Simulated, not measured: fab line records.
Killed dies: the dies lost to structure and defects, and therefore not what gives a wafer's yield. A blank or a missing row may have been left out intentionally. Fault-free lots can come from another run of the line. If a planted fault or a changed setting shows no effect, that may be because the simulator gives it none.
fab line records	flow ritCmos
[record] lots = 14	wafers = 42	lastDay = 7
route steps=202 shown NWELL@37 PWELL@49
lots untouched by any fault: they come from a run of this same line in which no faults occurred
startH: start of the lot's first displayed wafer, in hours after the record's first day	waitH: time in hours since the lot's previous step	" the same as in the row above	L1.1+2: several wafers, shown together as one row	- either no value or no given start	* or withheld: withheld	< > ~ a bound
route shown NAME@n: a module of which the file shows steps, and the number in the route of the first	usual: mean/standard deviation taken from wafers without a fault	same: alike in all rows	chamber/n: place in a boat	sites: per-site readings	_std_site: the standard deviation of these	_edge_site: outer sites' mean less inner sites'	radiusMm: how far each site lies from the wafer's centre	mask NAME#n: copy n	behind: the tool/chamber that last shaped the wafer	hold: cause of the lot's hold/its duration in hours/its outcome	device: the n, p or np transistor that did not switch	end of line: tests of these same wafers at the route's end	step lacking rows: just its recipe	killed: at the first sort, the dies lost to defects and structure; wafer yield is something else	map: a wafer's dies, x killed, . not, _ none there
set.NAME: the setting the step ran with; set.NAME@STEP: the setting that earlier step ran with	model.NAME: the simulator's own value behind a step, which no gauge read
the route's steps for a sample of lots (tables are steps, rows are wafers)
services: from which hour (startH, from the record's first day; less than 0 if before it) a tool's chamber was out of use, for how many hours, and why
[[steps]]
[step RIT_NWELL_STRIP_09]
[recipe] chemistry = O2	timeS = 180	resist = NOVOLAK	platenTempC = withheld	powerW = 500	pressureMtorr = 4000	o2FlowSccm = 4000
[usual] chamberPressureMTorr = 4000/3.6	drypumpMotorCurrentA = 5.6/0.61
lot.wafer	tool	chamber	startH	waitH	chamberPressureMTorr	drypumpMotorCurrentA	rfHoursCounterH
L850.1	plasmaAsher-02	0	22.18	0.1	4003	6.0	22
L850.2	"	1	"	"	4003	6.5	22
L850.6	"	0	"	"	3995	6.0	-
L851.1	plasmaAsher-01	0	25.73	0.1	4001	5.4	40
L851.2	"	1	"	"	3999	4.9	40
L851.4	"	1	"	"	4006	4.8	-
L852.3	plasmaAsher-01	0	31.01	0.1	4004	5.4	-
L852.4	"	1	"	"	3999	4.8	-
L852.5	"	0	"	"	3998	5.4	-
L856.3	plasmaAsher-04	0	50.62	0.1	-	-	-
L856.4	"	1	"	"	-	-	-
L856.5	"	0	"	"	-	-	-
L857.1	plasmaAsher-04	0	55.64	0.1	-	-	-
L857.3	"	0	"	"	-	-	-
L857.5	"	0	"	"	-	-	-
L861.4	plasmaAsher-04	1	79.78	0.1	3996	5.0	-
L861.5	"	0	"	"	4005	6.2	-
L861.6	"	1	"	"	3998	5.0	-
L862.2	plasmaAsher-02	1	81.67	0.1	4003	6.5	28
L862.3	"	1	"	"	4000	6.5	-
L862.4	"	0	"	"	3998	6.0	-
L865.1	plasmaAsher-04	0	98.21	0.1	4000	6.1	46
L865.4	"	1	"	"	4006	5.0	-
L865.5	"	1	"	"	4003	5.0	-
L866.1	plasmaAsher-02	1	102.21	0.1	4004	6.5	30
L866.5	"	0	"	"	4001	6.0	-
L866.6	"	1	"	"	4004	6.6	-
L867.1	plasmaAsher-01	1	107.07	0.1	4003	4.8	48
L867.2	"	0	"	"	4001	5.4	48
L867.5	"	1	"	"	3997	4.8	-
L868.1	plasmaAsher-04	1	112.22	0.1	4003	5.0	47
L868.3	"	1	"	"	3996	5.0	-
L868.5	"	1	"	"	4006	5.0	-
L869.1	plasmaAsher-04	0	117.44	0.1	3998	6.2	48
L869.4	"	0	"	"	3997	6.2	-
L869.5	"	0	"	"	4006	6.2	-
L870.1	plasmaAsher-04	0	121.06	0.1	3995	6.2	49
L870.2	"	1	"	"	3999	5.0	49
L870.6	"	0	"	"	4001	6.2	-
L872.2	plasmaAsher-02	0	131.73	0.1	4001	6.0	34
L872.3	"	0	"	"	4007	5.9	-
L872.5	"	0	"	"	3998	6.0	-
[step RIT_PWELL_TW_MEAS_10]
[usual] PWELL_TW = 946/5.5
lot.wafer	tool	chamber	startH	waitH	PWELL_TW
L850.1	filmMetro-03	-	23.91	0.1	945
L850.2	"	-	"	"	939
L850.6	"	-	"	"	943
L851.1	filmMetro-03	-	27.49	0.1	943
L851.2	"	-	"	"	949
L851.4	"	-	"	"	939
L852.3	filmMetro-01	-	32.83	0.1	949
L852.4	"	-	"	"	950
L852.5	"	-	"	"	947
L856.3	filmMetro-01	-	52.44	0.1	30
L856.4	"	-	"	"	30
L856.5	"	-	"	"	30
L857.1	filmMetro-02	-	57.36	0.1	30
L857.3	"	-	"	"	30
L857.5	"	-	"	"	30
L861.4	filmMetro-03	-	81.63	0.1	937
L861.5	"	-	"	"	937
L861.6	"	-	"	"	938
L862.2	filmMetro-01	-	83.41	0.1	955
L862.3	"	-	"	"	954
L862.4	"	-	"	"	954
L865.1	filmMetro-03	-	100.06	0.1	945
L865.4	"	-	"	"	944
L865.5	"	-	"	"	948
L866.1	filmMetro-03	-	104.12	0.1	943
L866.5	"	-	"	"	944
L866.6	"	-	"	"	949
L867.1	filmMetro-02	-	108.87	0.1	946
L867.2	"	-	"	"	940
L867.5	"	-	"	"	938
L868.1	filmMetro-03	-	113.94	0.1	945
L868.3	"	-	"	"	949
L868.5	"	-	"	"	942
L869.1	filmMetro-01	-	119.29	0.1	951
L869.4	"	-	"	"	951
L869.5	"	-	"	"	951
L870.1	filmMetro-02	-	122.78	0.1	938
L870.2	"	-	"	"	939
L870.6	"	-	"	"	943
L872.2	filmMetro-03	-	133.60	0.1	937
L872.3	"	-	"	"	939
L872.5	"	-	"	"	934
[[services]]
tool	chamber	startH	hours	kind
plasmaAsher-02	-	31.32	2.8	pm
plasmaAsher-01	-	108.87	9.0	pm
plasmaAsher-01	0	108.87	9.0	ventCycle
plasmaAsher-01	1	108.87	9.0	ventCycle
plasmaAsher-01	-	117.87	2.8	pm
plasmaAsher-01	0	117.87	-	clean
plasmaAsher-01	1	117.87	-	clean
plasmaAsher-01	-	120.62	14.6	pm
[[key]]
[firstSign] step = RIT_NWELL_STRIP_09	reading = toolRecord	direction = missing
[effect] step = RIT_PWELL_TW_MEAS_10	reading = PWELL_TW	direction = down	sigmas = 99+	usual = 946	struck = 30
metAt RIT_NWELL_STRIP_09
struckLots L856,L857
laterRowsLeftOut L856.3,L856.4,L856.5,L857.1,L857.3,L857.5
sortLeftOut L856.3,L856.4,L856.5,L857.1,L857.3,L857.5
testerLeftOut L856,L857
[fault] kind = skippedStepWhole	tool = plasmaAsher-04	chamber = -	onsetH = 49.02	steps = RIT_NWELL_STRIP_09	scope = struckLotsOnly
// testerLeftOut: of these lots the tester's yield and bins aren't shown, on N5 and GAA mostly nor the transistor test; their killed dies are dies lost to structure and defects alone, not to doping, threshold or leakage, so they don't give the yield
// sortLeftOut: the simulated sort isn't trusted on such a fault, so these wafers' sort isn't shown, and their yield isn't known
// laterRowsLeftOut: the simulator's readings of these wafers behind a module that went badly wrong aren't trusted and aren't shown, but for the sort
